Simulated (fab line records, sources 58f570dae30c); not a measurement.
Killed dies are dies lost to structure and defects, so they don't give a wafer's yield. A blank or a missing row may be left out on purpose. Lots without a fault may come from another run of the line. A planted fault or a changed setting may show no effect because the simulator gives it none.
Which tool did it? | flow berkeley_cmos170 | 13 lots, 39 wafers sampled, at 3 steps of a route of 331

WHAT THE GAUGES READ, wafer by wafer
UCB170_V2_BOW_MEAS_03.
lot  | measured     | on            | V2_BOW (um)
L294 | day 7 05:08  | film_metro-04 | 40 37 29
L295 | day 7 13:03  | film_metro-04 | 48 31 42
L296 | day 7 16:31  | film_metro-01 | 23 37 41
L298 | day 8 03:59  | film_metro-01 | 44 29 51
L297 | day 8 07:49  | film_metro-04 | 40 43 36
L302 | day 8 12:20  | film_metro-02 | 35 36 39
L301 | day 8 12:48  | film_metro-04 | 40 31 24
L300 | day 8 22:30  | film_metro-01 | 41 40 35
L310 | day 11 09:41 | film_metro-01 | 34 37 32
L309 | day 11 09:56 | film_metro-01 | 45 41 39
L311 | day 11 10:12 | film_metro-04 | 21 38 30
L314 | day 11 16:55 | film_metro-04 | 34 40 32
L315 | day 12 10:49 | film_metro-02 | 34 32 28

UCB170_V2_OVL_MEAS_13.
lot  | measured     | on         | V2_OVL (nm)
L294 | day 7 06:56  | overlay-02 | 1 10 -2
L295 | day 7 14:59  | overlay-02 | -1 -6 2
L296 | day 7 18:07  | overlay-02 | -9 -6 -8
L298 | day 8 05:29  | overlay-01 | -3 -2 -9
L297 | day 8 09:39  | overlay-02 | 0 -3 1
L302 | day 8 13:57  | overlay-02 | -10 -4 -11
L301 | day 8 14:22  | overlay-02 | 5 -10 -10
L300 | day 9 00:56  | overlay-02 | -1 -3 -10
L310 | day 11 11:40 | overlay-02 | -10 4 -6
L309 | day 11 12:15 | overlay-02 | -6 -5 4
L311 | day 11 12:20 | overlay-01 | -6 -10 -2
L314 | day 11 18:24 | overlay-01 | 3 2 -7
L315 | day 12 12:43 | overlay-02 | 4 -1 2

WHICH TOOL RAN EACH LOT (tool, then ch and the chambers of the sampled wafers, then the start)
lot  | UCB170_V2_CVD_00
L294 | pecvd-02 ch 0,2, day 7 04:36
L295 | pecvd-01 ch 0,2, day 7 12:32
L296 | pecvd-02 ch 0,1,2, day 7 16:02
L298 | pecvd-04 ch 0,1,2, day 8 03:29
L297 | pecvd-02 ch 0,1, day 8 07:16
L302 | pecvd-01 ch 1,2, day 8 11:49
L301 | pecvd-04 ch 1,2, day 8 12:14
L300 | pecvd-02 ch 0,1, day 8 21:56
L310 | pecvd-02 ch 0,2, day 11 09:08
L309 | pecvd-01 ch 0,1,2, day 11 09:23
L311 | pecvd-02 ch 0,1, day 11 09:38
L314 | pecvd-02 ch 0,1, day 11 16:23
L315 | pecvd-02 ch 0,1,2, day 12 07:21
- UCB170_V2_CVD_00: deposits SiO2 from TEOS/O2, target thk 2000 nm, time 250 s.

WHAT THE TOOLS THEMSELVES READ (means of the sampled wafers that have a number; where no wafer has one, the mark that the record gives instead)
UCB170_V2_CVD_00.
lot  | tool     | heater_power_w (W)
L294 | pecvd-02 | 292
L295 | pecvd-01 | 235
L296 | pecvd-02 | 263
L298 | pecvd-04 | 292
L297 | pecvd-02 | 186
L302 | pecvd-01 | 237
L301 | pecvd-04 | 214
L300 | pecvd-02 | 220
L310 | pecvd-02 | 272
L309 | pecvd-01 | 263
L311 | pecvd-02 | 239
L314 | pecvd-02 | 246
L315 | pecvd-02 | 232

THE ANSWER, worked out from the rows above alone
Rule: what is usual is taken from the lots themselves. Put in order of their means at a reading, lots are off if they are a third of the lots or fewer, leave a main group of 4 or more, and stand apart from it by a gap of 3 or more times the standard deviation of the main group's means; of several such gaps the widest counts. A main group whose means are all the same, to the digits that the tables above print for the reading, isn't used. A lot without any number at a reading at which 4 lots or more have one is off too. The other lots that the step has rows for count as sound. The gauges are gone through in route order, then the tools' own readings, and for those a lot's mean is taken as printed above. The first step at which some lot is off is used, and at that step the reading that is off furthest; a lot without a number counts as furthest.
No lot is off at any reading shown: from this, nothing can be told.

WHAT THE SIMULATOR HAD PUT IN
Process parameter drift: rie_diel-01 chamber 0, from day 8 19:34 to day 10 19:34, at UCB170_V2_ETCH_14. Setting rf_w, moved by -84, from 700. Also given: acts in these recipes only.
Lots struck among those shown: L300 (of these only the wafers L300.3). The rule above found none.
